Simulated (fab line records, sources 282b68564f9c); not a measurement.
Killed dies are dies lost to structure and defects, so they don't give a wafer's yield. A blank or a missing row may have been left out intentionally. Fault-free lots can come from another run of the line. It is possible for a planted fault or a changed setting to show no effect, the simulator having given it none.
Which tool did it? ; flow rit cmos ; 14 lots with 42 wafers sampled at 2 steps, on a route of 202 steps

== WHAT THE GAUGES SHOWED, per wafer ==
The record holds no reading of a measuring or inspecting step that can be judged against a usual standard deviation.

== WHICH TOOL RAN EACH LOT (tool, then ch and the chambers of the sampled wafers, then the start) ==
lot;RIT_PLDD_STRIP_09;RIT_M1_PROBE_99
L724;plasma asher-04 ch 0,1, day 3 00:57;-
L726;plasma asher-01 ch 0,1, day 3 10:50;-
L727;plasma asher-01 ch 0,1, day 3 17:23;prober-02, day 4 07:20
L728;plasma asher-01 ch 0,1, day 4 00:31;-
L731;plasma asher-02 ch 0,1, day 4 07:18;-
L732;plasma asher-01 ch 0,1, day 4 11:49;-
L733;plasma asher-02 ch 0,1, day 4 18:12;-
L734;plasma asher-04 ch 0,1, day 5 01:20;-
L739;plasma asher-04 ch 0,1, day 5 23:23;-
L740;plasma asher-02 ch 0,1, day 6 04:19;prober-01, day 6 18:43
L743;plasma asher-02 ch 1, day 6 18:50;prober-02, day 7 08:34
L744;plasma asher-01 ch 0,1, day 7 00:09;prober-01, day 7 14:43
L746;plasma asher-04 ch 0,1, day 7 10:46;prober-01, day 8 00:45
L747;plasma asher-01 ch 0,1, day 7 14:44;-
- RIT_PLDD_STRIP_09: strips in O2, time 180 s.
- RIT_M1_PROBE_99

== AS READ BY THE TOOLS THEMSELVES (means over the sampled wafers that have a number; for cases with no such wafer, the mark the record gives instead) ==
RIT_PLDD_STRIP_09.
lot;tool;drypump motor current A (A);o2 flow sccm (sccm)
L724;plasma asher-04;5.4;4009
L726;plasma asher-01;6.4;3997
L727;plasma asher-01;6.1;4014
L728;plasma asher-01;6.4;3987
L731;plasma asher-02;6.1;4003
L732;plasma asher-01;6.4;4000
L733;plasma asher-02;6.4;3997
L734;plasma asher-04;5.4;3994
L739;plasma asher-04;5.6;3999
L740;plasma asher-02;6.2;2659
L743;plasma asher-02;5.9;2011
L744;plasma asher-01;6.1;3991
L746;plasma asher-04;5.6;3995
L747;plasma asher-01;6.1;3995

RIT_M1_PROBE_99.
lot;tool;killed_at_M0_to_M3;killed at contacts;killed at front end;killed dies;killed open;killed short
L727;prober-02;0.0;0.0;7.7;7.7;5.0;2.7
L740;prober-01;0.0;0.0;5.7;5.7;3.3;2.3
L743;prober-02;0.0;0.3;6.3;6.7;4.0;2.7
L744;prober-01;0.0;0.3;6.3;6.7;3.3;3.3
L746;prober-01;0.0;0.7;5.0;5.7;2.3;3.0

== THE ANSWER, worked out from the rows above alone ==
Rule: the lots themselves supply what counts as usual. The widest of any qualifying gaps counts: lots, ordered by their means at a reading, are off when they make up no more than a third of the lots, leave a main group of 4 or more, and stand apart from it by 3 or more times the standard deviation of that group's means. The tables above print the reading to a certain number of digits; a main group whose means all agree to those digits is not used. A lot without any number at a reading at which 4 lots or more have one is off too. Where the step has rows for the other lots, those lots are counted as sound. After the gauges, taken in route order, come the tools' own readings; for these a lot's mean is taken, as printed above. At the first step where some lot is off, the reading lying furthest off is the one used; lots without a number count as furthest.
Off, at RIT_PLDD_STRIP_09 on o2 flow sccm: L740, L743. For the main group the mean is 3998 sccm and the standard deviation 7.1.
If a tool, at that step or one of the process steps before it, ran each lot that is off and ran no sound lot following the first of them, it fits. One fits: RIT_PLDD_STRIP_09 on plasma asher-02. Its last sound lot is L733 (day 4 18:12), its first lot that is off L740 (day 6 04:19): a fault that began between those two fits.
The tool's own readings at RIT_PLDD_STRIP_09 bear it out: on the lots that are off they differ by more than 5 times the standard deviation of the sound lots' means. o2 flow sccm reads 2335 sccm there against 3998 sccm on the sound lots.

== WHAT HAD BEEN PUT IN BY THE SIMULATOR ==
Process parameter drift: plasma asher-02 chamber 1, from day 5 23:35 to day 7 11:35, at RIT_PLDD_STRIP_09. Setting o2 flow sccm, moved by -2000, from 4000. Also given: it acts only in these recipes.
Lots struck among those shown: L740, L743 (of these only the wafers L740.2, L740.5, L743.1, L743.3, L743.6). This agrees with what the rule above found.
